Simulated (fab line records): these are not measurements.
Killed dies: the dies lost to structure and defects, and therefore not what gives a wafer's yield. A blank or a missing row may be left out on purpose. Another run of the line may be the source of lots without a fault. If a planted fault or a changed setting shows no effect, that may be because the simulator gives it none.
fab line records -- flow ritCmos
record: lots: 14, wafers: 42, lastDay: 7
route steps=202 shown REOX@101 M1@202
lots that met no fault: from a run of the same line without faults
startH: hours from the record's opening day to when the first of the lot's shown wafers began -- waitH: hours elapsed since this lot's preceding step -- " the same as in the row above -- L1.1+2: a row that stands for several wafers -- - either no value or no given start -- * or withheld: withheld -- < > ~ a bound
route shown NAME@n: NAME is a module with steps in the file, n the number in the route of the first one -- usual: average and standard deviation across the fault-free wafers -- same: alike in all rows -- chamber/n: place in a boat -- sites: each site's reading -- _std_site: standard deviation of those values -- _edge_site: the outer-site mean with the inner-site mean subtracted -- radiusMm: how far each site lies from the wafer's centre -- mask NAME#n: copy n -- behind: the tool/chamber that last shaped the wafer -- hold: why the lot went on hold/how many hours it stayed there/how the hold came to an end -- device: names the non-switching transistor (n, p or np) -- end of line: at the end of the route, the tests of the same wafers -- for a step that has no rows: nothing shown but its recipe -- killed: not the wafer's yield, but the dies lost to structure and defects at the first sort -- map: the dies of a wafer, with x for killed, . for not killed, _ for no die there
set.NAME: the run value of the setting; set.NAME@STEP: its run value at that earlier step -- model.NAME: the simulator's own value behind a step, which no gauge read
the route's steps for a sample of lots (tables are steps, rows are wafers)
services: from which hour (startH, from the record's first day; less than 0 if before it) a tool's chamber was out of use, for how many hours, and why
== steps ==
step: RIT_REOX_OXIDATION_03
recipe: tempC: 900, ambient: O2, targetThkA: 252, oxTimeS: 5580
usual: spikeTcCentreC: 902.4/1.1, spikeTcLoadC: 924/3.8, spikeTcSourceC: 922/3, tubeCenterTempC: 900/0.087, tube_center_temp_C_max: 902.2/0.37, zonePowerLoadPct: 28/3.8
lot.wafer,tool,chamber,startH,waitH,spikeTcCentreC,spikeTcLoadC,spikeTcSourceC,tubeCenterTempC,tube_center_temp_C_max,zonePowerLoadPct
L433.1,furnace-04,0,42.30,2.1,902.3,923,921,899.9,902.1,32
L433.5,furnace-04,0,42.30,2.1,904.3,919,921,900.02,902.1,32
L433.6,furnace-04,0,42.30,2.1,903.8,922,924,899.99,902.5,31
L434.1,furnace-04,0,48.37,0.0,902.7,923,922,899.97,901.9,31
L434.2,furnace-04,0,48.37,0.0,901.7,922,921,900.04,902.3,32
L434.6,furnace-04,0,48.37,0.0,903.3,921,921,900.16,902.4,31
L435.4,furnace-03,0,52.67,0.5,901.0,931,926,900.14,902.0,24
L435.5,furnace-03,0,52.67,0.5,903.3,929,927,899.9,902.0,24
L435.6,furnace-03,0,52.67,0.5,902.8,934,927,900.1,903.1,24
L436.1,furnace-01,0,56.47,0.0,903.4,925,917,900.07,902.9,23
L436.3,furnace-01,0,56.47,0.0,902.6,924,919,899.86,901.8,24
L436.6,furnace-01,0,56.47,0.0,903.6,925,918,900.03,902.3,23
L437.2,furnace-04,0,63.22,0.0,901.5,922,920,899.96,902.1,31
L437.4,furnace-04,0,63.22,0.0,902.2,921,923,899.94,902.4,31
L437.6,furnace-04,0,63.22,0.0,901.7,924,919,900.01,902.1,31
L438.1,furnace-04,0,67.54,0.0,901.0,922,922,900.03,902.3,31
L438.3,furnace-04,0,67.54,0.0,901.3,921,921,900.01,903.3,31
L438.6,furnace-04,0,67.54,0.0,902.9,920,919,900.01,902.3,31
L439.2,furnace-04,0,72.05,1.0,901.5,921,921,899.95,901.9,31
L439.4,furnace-04,0,72.05,1.0,901.9,919,921,899.99,902.0,32
L439.5,furnace-04,0,72.05,1.0,901.6,921,921,900.03,902.3,32
L444.2,furnace-04,0,94.81,1.0,922.5,942,944,920.05,922.0,33
L444.4,furnace-04,0,94.81,1.0,922.3,941,941,920.07,922.3,33
L444.5,furnace-04,0,94.81,1.0,921.8,943,941,920.07,922.6,33
L445.1,furnace-04,0,99.40,0.0,920.8,943,944,920,922.7,33
L445.2,furnace-04,0,99.40,0.0,922.0,941,941,920.04,921.7,33
L445.4,furnace-04,0,99.40,0.0,922.5,941,940,920.16,922.4,33
L446.1,furnace-01,0,108.54,1.3,904.6,924,917,899.94,902.0,24
L446.4,furnace-01,0,108.54,1.3,902.1,924,919,900.04,902.3,23
L446.5,furnace-01,0,108.54,1.3,902.4,924,920,900.16,902.1,24
L450.2,furnace-01,0,127.82,1.4,902.5,925,917,900.07,902.0,24
L450.5,furnace-01,0,127.82,1.4,903.6,924,917,900.06,902.3,23
L450.6,furnace-01,0,127.82,1.4,902.5,926,920,899.88,902.0,24
L451.3,furnace-03,0,129.92,0.0,903.4,930,927,899.98,902.5,24
L451.5,furnace-03,0,129.92,0.0,903.3,930,926,900.1,902.2,24
L451.6,furnace-03,0,129.92,0.0,903.3,930,926,900.17,902.1,24
L453.1,furnace-03,0,139.44,0.0,903.9,931,926,900.12,901.9,24
L453.2,furnace-03,0,139.44,0.0,901.7,931,926,899.97,902.3,24
L453.4,furnace-03,0,139.44,0.0,905.3,932,927,900.03,902.1,24
L456.2,furnace-01,0,157.39,1.0,903.3,926,918,900.14,901.9,24
L456.3,furnace-01,0,157.39,1.0,902.1,926,916,899.97,902.3,23
L456.6,furnace-01,0,157.39,1.0,902.5,926,917,899.9,902.6,24
step: RIT_REOX_THK_MEAS_04
recipe: reads: SiO2_of_REOX_OXIDATION_03
usual: REOX_OXIDE_THK: 25.3/0.47
lot.wafer,tool,chamber,startH,waitH,REOX_OXIDE_THK[nm]
L433.1,filmMetro-04,-,44.85,0.0,25.1
L433.5,filmMetro-04,-,44.85,0.0,25.3
L433.6,filmMetro-04,-,44.85,0.0,24.8
L434.1,filmMetro-04,-,50.92,0.0,24.2
L434.2,filmMetro-04,-,50.92,0.0,24.5
L434.6,filmMetro-04,-,50.92,0.0,24.5
L435.4,filmMetro-04,-,55.25,0.0,25.6
L435.5,filmMetro-04,-,55.25,0.0,25.3
L435.6,filmMetro-04,-,55.25,0.0,25.4
L436.1,filmMetro-02,-,59.02,0.0,24.3
L436.3,filmMetro-02,-,59.02,0.0,24.8
L436.6,filmMetro-02,-,59.02,0.0,24.4
L437.2,filmMetro-02,-,65.78,0.0,25.3
L437.4,filmMetro-02,-,65.78,0.0,25.5
L437.6,filmMetro-02,-,65.78,0.0,25.9
L438.1,filmMetro-01,-,70.09,0.0,25.0
L438.3,filmMetro-01,-,70.09,0.0,25.4
L438.6,filmMetro-01,-,70.09,0.0,25.2
L439.2,filmMetro-04,-,74.61,0.0,25.8
L439.4,filmMetro-04,-,74.61,0.0,25.8
L439.5,filmMetro-04,-,74.61,0.0,25.8
L444.2,filmMetro-01,-,97.37,0.0,30.6
L444.4,filmMetro-01,-,97.37,0.0,30.7
L444.5,filmMetro-01,-,97.37,0.0,31.1
L445.1,filmMetro-04,-,101.95,0.0,30.4
L445.2,filmMetro-04,-,101.95,0.0,30.8
L445.4,filmMetro-04,-,101.95,0.0,30.8
L446.1,filmMetro-04,-,111.09,0.0,24.5
L446.4,filmMetro-04,-,111.09,0.0,24.5
L446.5,filmMetro-04,-,111.09,0.0,24.8
L450.2,filmMetro-01,-,130.38,0.0,25.0
L450.5,filmMetro-01,-,130.38,0.0,24.9
L450.6,filmMetro-01,-,130.38,0.0,25.4
L451.3,filmMetro-04,-,132.49,0.0,25.6
L451.5,filmMetro-04,-,132.49,0.0,25.8
L451.6,filmMetro-04,-,132.49,0.0,25.8
L453.1,filmMetro-02,-,141.99,0.0,25.8
L453.2,filmMetro-02,-,141.99,0.0,25.9
L453.4,filmMetro-02,-,141.99,0.0,25.9
L456.2,filmMetro-01,-,159.95,0.0,24.8
L456.3,filmMetro-01,-,159.95,0.0,25.2
L456.6,filmMetro-01,-,159.95,0.0,24.9
step: RIT_M1_PROBE_99
usual: killedAtContacts: 0.1/0.34, killedAtFrontEnd: 6.9/2.8, killedDies: 7.1/2.8, killedOpen: 3.4/1.9, killedShort: 3.6/1.7
same: grossDies: 264, killed_at_M0_to_M3: 0, killed_at_M4_up: 0, killedAtBackSide: 0, killedAtOther: 0
lot.wafer,tool,chamber,startH,waitH,killedAtContacts,killedAtFrontEnd,killedDies,killedOpen,killedShort
L433.1,prober-01,-,63.51,0.1,0,4,4,1,3
L433.5,prober-01,-,63.71,0.2,0,14,14,4,10
L433.6,prober-01,-,63.76,0.2,1,8,9,5,4
L434.1,prober-02,-,70.86,0.1,0,6,6,1,5
L434.2,prober-02,-,70.91,0.1,0,11,11,6,5
L434.6,prober-02,-,71.11,0.2,0,8,8,6,2
L435.4,prober-01,-,74.17,0.2,0,8,8,6,2
L435.5,prober-01,-,74.22,0.2,0,11,11,6,5
L435.6,prober-01,-,74.27,0.2,0,2,2,2,0
L436.1,prober-02,-,76.22,0.1,0,5,5,1,4
L436.3,prober-02,-,76.32,0.2,0,5,5,1,4
L436.6,prober-02,-,76.47,0.2,0,7,7,4,3
L437.2,prober-01,-,82.16,0.1,0,5,5,2,3
L437.4,prober-01,-,82.26,0.2,0,6,6,4,2
L437.6,prober-01,-,82.36,0.2,0,7,7,3,4
L438.1,prober-02,-,86.58,0.1,0,8,8,3,5
L438.3,prober-02,-,86.68,0.2,0,8,8,2,6
L438.6,prober-02,-,86.83,0.2,0,8,8,4,4
L439.2,prober-01,-,91.17,0.1,0,5,5,3,2
L439.4,prober-01,-,91.27,0.2,0,10,10,3,7
L439.5,prober-01,-,91.32,0.2,0,4,4,2,2
L444.2,prober-02,-,114.19,0.1,0,6,6,4,2
L444.4,prober-02,-,114.29,0.2,0,4,4,4,0
L444.5,prober-02,-,114.34,0.2,0,8,8,3,5
L445.1,prober-01,-,118.81,0.1,0,8,8,3,5
L445.2,prober-01,-,118.86,0.1,0,8,8,3,5
L445.4,prober-01,-,118.96,0.2,0,9,9,2,7
L446.1,prober-02,-,128.48,0.1,1,1,2,1,1
L446.4,prober-02,-,128.63,0.2,0,8,8,4,4
L446.5,prober-02,-,128.68,0.2,0,6,6,1,5
L450.2,prober-02,-,147.70,0.1,0,6,6,1,5
L450.5,prober-02,-,147.85,0.2,0,7,7,3,4
L450.6,prober-02,-,147.90,0.2,0,6,6,4,2
L451.3,prober-01,-,150.48,0.2,0,6,6,2,4
L451.5,prober-01,-,150.58,0.2,0,1,1,1,0
L451.6,prober-01,-,150.63,0.2,0,6,6,4,2
L453.1,prober-02,-,158.91,0.1,0,10,10,4,6
L453.2,prober-02,-,158.96,0.1,0,9,9,4,5
L453.4,prober-02,-,159.06,0.2,0,10,10,7,3
L456.2,prober-01,-,176.72,0.1,0,7,7,1,6
L456.3,prober-01,-,176.77,0.2,0,8,8,4,4
L456.6,prober-01,-,176.92,0.2,0,9,9,4,5
killed by level:class
L433.1 GATE:geometricParticle:short=1 REOX:geometricParticle:short=1 SPACER:geometricParticle:open=1 SPACER:geometricParticle:short=1
L433.5 GATE:geometricParticle:short=3 SPACER:geometricParticle:short=3 FOX1:geometricParticle:open=2 SILICIDE:geometricParticle:short=2 FOX1:geometricParticle:short=1 GATE:geometricParticle:open=1 REOX:geometricParticle:short=1 SPACER:geometricParticle:open=1
L433.6 FOX1:geometricParticle:short=2 SPACER:geometricParticle:open=2 FOX2:geometricParticle:open=1 FOX2:geometricParticle:short=1 REOX:geometricParticle:open=1 REOX:geometricParticle:short=1 CONTACT:geometricParticle:open=1
L434.1 FOX1:geometricParticle:short=2 SILICIDE:geometricParticle:short=2 FOX1:geometricParticle:open=1 REOX:geometricParticle:short=1
L434.2 REOX:geometricParticle:open=3 GATE:geometricParticle:short=2 GATE:geometricParticle:open=2 SILICIDE:geometricParticle:short=2 FOX2:geometricParticle:open=1 SPACER:geometricParticle:short=1
L434.6 REOX:geometricParticle:open=3 FOX1:geometricParticle:open=1 GATE:geometricParticle:open=1 GATE:geometricParticle:short=1 REOX:geometricParticle:short=1 SILICIDE:geometricParticle:open=1
L435.4 FOX1:geometricParticle:open=2 GATE:geometricParticle:short=2 REOX:geometricParticle:open=2 FOX2:geometricParticle:open=1 GATE:geometricParticle:open=1
L435.5 GATE:geometricParticle:short=3 FOX1:geometricParticle:short=2 REOX:geometricParticle:open=2 FOX1:geometricParticle:open=1 FOX2:geometricParticle:open=1 GATE:geometricParticle:open=1 SILICIDE:geometricParticle:open=1
L435.6 GATE:geometricParticle:open=1 SPACER:geometricParticle:open=1
L436.1 GATE:geometricParticle:short=2 FOX1:geometricParticle:short=1 GATE:geometricParticle:open=1 REOX:geometricParticle:short=1
L436.3 FOX1:geometricParticle:short=1 GATE:geometricParticle:short=1 GATE:geometricParticle:open=1 SPACER:geometricParticle:short=1 SILICIDE:geometricParticle:short=1
L436.6 REOX:geometricParticle:open=4 GATE:geometricParticle:short=1 REOX:geometricParticle:short=1 SPACER:geometricParticle:short=1
L437.2 GATE:geometricParticle:short=3 GATE:geometricParticle:open=1 REOX:geometricParticle:open=1
L437.4 GATE:geometricParticle:open=2 FOX2:geometricParticle:short=1 FOX2:geometricParticle:open=1 REOX:geometricParticle:short=1 SILICIDE:geometricParticle:open=1
L437.6 FOX1:geometricParticle:short=2 FOX2:geometricParticle:open=2 GATE:geometricParticle:short=1 SPACER:geometricParticle:short=1 SILICIDE:geometricParticle:open=1
L438.1 GATE:geometricParticle:short=3 REOX:geometricParticle:short=2 FOX2:geometricParticle:open=1 GATE:geometricParticle:open=1 SPACER:geometricParticle:open=1
L438.3 GATE:geometricParticle:short=3 GATE:geometricParticle:open=2 REOX:geometricParticle:short=2 FOX1:geometricParticle:short=1
L438.6 REOX:geometricParticle:short=2 FOX1:geometricParticle:open=1 GATE:geometricParticle:open=1 SPACER:geometricParticle:open=1 SPACER:geometricParticle:short=1 SILICIDE:geometricParticle:short=1 SILICIDE:geometricParticle:open=1
L439.2 SPACER:geometricParticle:open=3 FOX2:geometricParticle:short=1 GATE:geometricParticle:short=1
L439.4 SILICIDE:geometricParticle:short=3 GATE:geometricParticle:open=2 GATE:geometricParticle:short=2 REOX:geometricParticle:short=1 SPACER:geometricParticle:open=1 SPACER:geometricParticle:short=1
L439.5 FOX2:geometricParticle:short=1 FOX2:geometricParticle:open=1 GATE:geometricParticle:open=1 REOX:geometricParticle:short=1
L444.2 FOX1:geometricParticle:open=1 FOX1:geometricParticle:short=1 GATE:geometricParticle:open=1 SPACER:geometricParticle:open=1 SPACER:geometricParticle:short=1 SILICIDE:geometricParticle:open=1
L444.4 GATE:geometricParticle:open=2 REOX:geometricParticle:open=1 SILICIDE:geometricParticle:open=1
L444.5 SILICIDE:geometricParticle:short=3 GATE:geometricParticle:short=2 GATE:geometricParticle:open=2 REOX:geometricParticle:open=1
L445.1 GATE:geometricParticle:short=3 FOX1:geometricParticle:open=1 FOX1:geometricParticle:short=1 FOX2:geometricParticle:open=1 GATE:geometricParticle:open=1 SILICIDE:geometricParticle:short=1
L445.2 GATE:geometricParticle:short=3 SPACER:geometricParticle:open=2 FOX2:geometricParticle:short=1 GATE:geometricParticle:open=1 SPACER:geometricParticle:short=1
L445.4 SPACER:geometricParticle:short=3 GATE:geometricParticle:short=2 FOX2:geometricParticle:short=1 GATE:geometricParticle:open=1 SPACER:geometricParticle:open=1 SILICIDE:geometricParticle:short=1
L446.1 FOX1:geometricParticle:short=1 CONTACT:geometricParticle:open=1
L446.4 GATE:geometricParticle:short=2 SILICIDE:geometricParticle:open=2 FOX1:geometricParticle:short=1 REOX:geometricParticle:open=1 SPACER:geometricParticle:open=1 SPACER:geometricParticle:short=1
L446.5 GATE:geometricParticle:short=2 REOX:geometricParticle:short=1 SPACER:geometricParticle:short=1 SPACER:geometricParticle:open=1 SILICIDE:geometricParticle:short=1
L450.2 GATE:geometricParticle:short=3 FOX1:geometricParticle:short=1 GATE:geometricParticle:open=1 SILICIDE:geometricParticle:short=1
L450.5 FOX1:geometricParticle:short=2 GATE:geometricParticle:short=2 FOX1:geometricParticle:open=1 GATE:geometricParticle:open=1 SPACER:geometricParticle:open=1
L450.6 GATE:geometricParticle:open=2 FOX1:geometricParticle:short=1 FOX2:geometricParticle:open=1 SILICIDE:geometricParticle:short=1 SILICIDE:geometricParticle:open=1
L451.3 GATE:geometricParticle:short=2 SILICIDE:geometricParticle:short=2 GATE:geometricParticle:open=1 SILICIDE:geometricParticle:open=1
L451.5 SILICIDE:geometricParticle:open=1
L451.6 FOX1:geometricParticle:open=2 FOX1:geometricParticle:short=1 GATE:geometricParticle:open=1 GATE:geometricParticle:short=1 SPACER:geometricParticle:open=1
L453.1 GATE:geometricParticle:short=3 GATE:geometricParticle:open=2 FOX1:geometricParticle:open=1 FOX1:geometricParticle:short=1 REOX:geometricParticle:short=1 REOX:geometricParticle:open=1 SILICIDE:geometricParticle:short=1
L453.2 FOX2:geometricParticle:short=3 SILICIDE:geometricParticle:open=2 FOX1:geometricParticle:short=1 FOX1:geometricParticle:open=1 GATE:geometricParticle:short=1 REOX:geometricParticle:open=1
L453.4 GATE:geometricParticle:open=4 SPACER:geometricParticle:open=2 SPACER:geometricParticle:short=2 FOX2:geometricParticle:short=1 REOX:geometricParticle:open=1
L456.2 REOX:geometricParticle:short=2 FOX1:geometricParticle:short=1 FOX2:geometricParticle:short=1 GATE:geometricParticle:short=1 GATE:geometricParticle:open=1 SILICIDE:geometricParticle:short=1
L456.3 GATE:geometricParticle:open=2 GATE:geometricParticle:short=2 FOX1:geometricParticle:short=1 FOX2:geometricParticle:open=1 REOX:geometricParticle:open=1 SILICIDE:geometricParticle:short=1
L456.6 FOX2:geometricParticle:open=2 REOX:geometricParticle:short=2 FOX1:geometricParticle:short=1 FOX2:geometricParticle:short=1 GATE:geometricParticle:open=1 GATE:geometricParticle:short=1 REOX:geometricParticle:open=1
== services ==
tool,chamber,startH,hours,kind
furnace-04,-,24.18,2.3,pm
furnace-03,-,49.35,3.3,pm
furnace-03,-,105.20,3.5,pm
furnace-03,-,120.08,1.6,pm
furnace-01,-,147.97,3.5,pm
== key ==
firstSign: step: RIT_REOX_OXIDATION_03, reading: tubeCenterTempC, direction: up, sigmas: 99+, usual: *, struck: *
effect: step: RIT_REOX_OXIDATION_03, reading: tube_center_temp_C_max, direction: up, sigmas: 54, usual: *, struck: *
effect: step: RIT_REOX_THK_MEAS_04, reading: REOX_OXIDE_THK, direction: up, sigmas: 12, usual: 25.3, struck: 30.7
metAt RIT_REOX_OXIDATION_03
struckLots L444,L445
testerLeftOut L444,L445
onsetBetween 72.05 94.81
fault: kind: processParameterDrift, tool: furnace-04, chamber: -, onsetH: 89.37, steps: RIT_REOX_OXIDATION_03, channel: tempC, offset: *, shape: step, endH: 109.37, actsIn: *, stated: *
testerLeftOut: of these lots the tester's yield and bins aren't shown, on N5 and GAA mostly nor the transistor test; their killed dies are dies lost to structure and defects alone, not to doping, threshold or leakage, so they don't give the yield
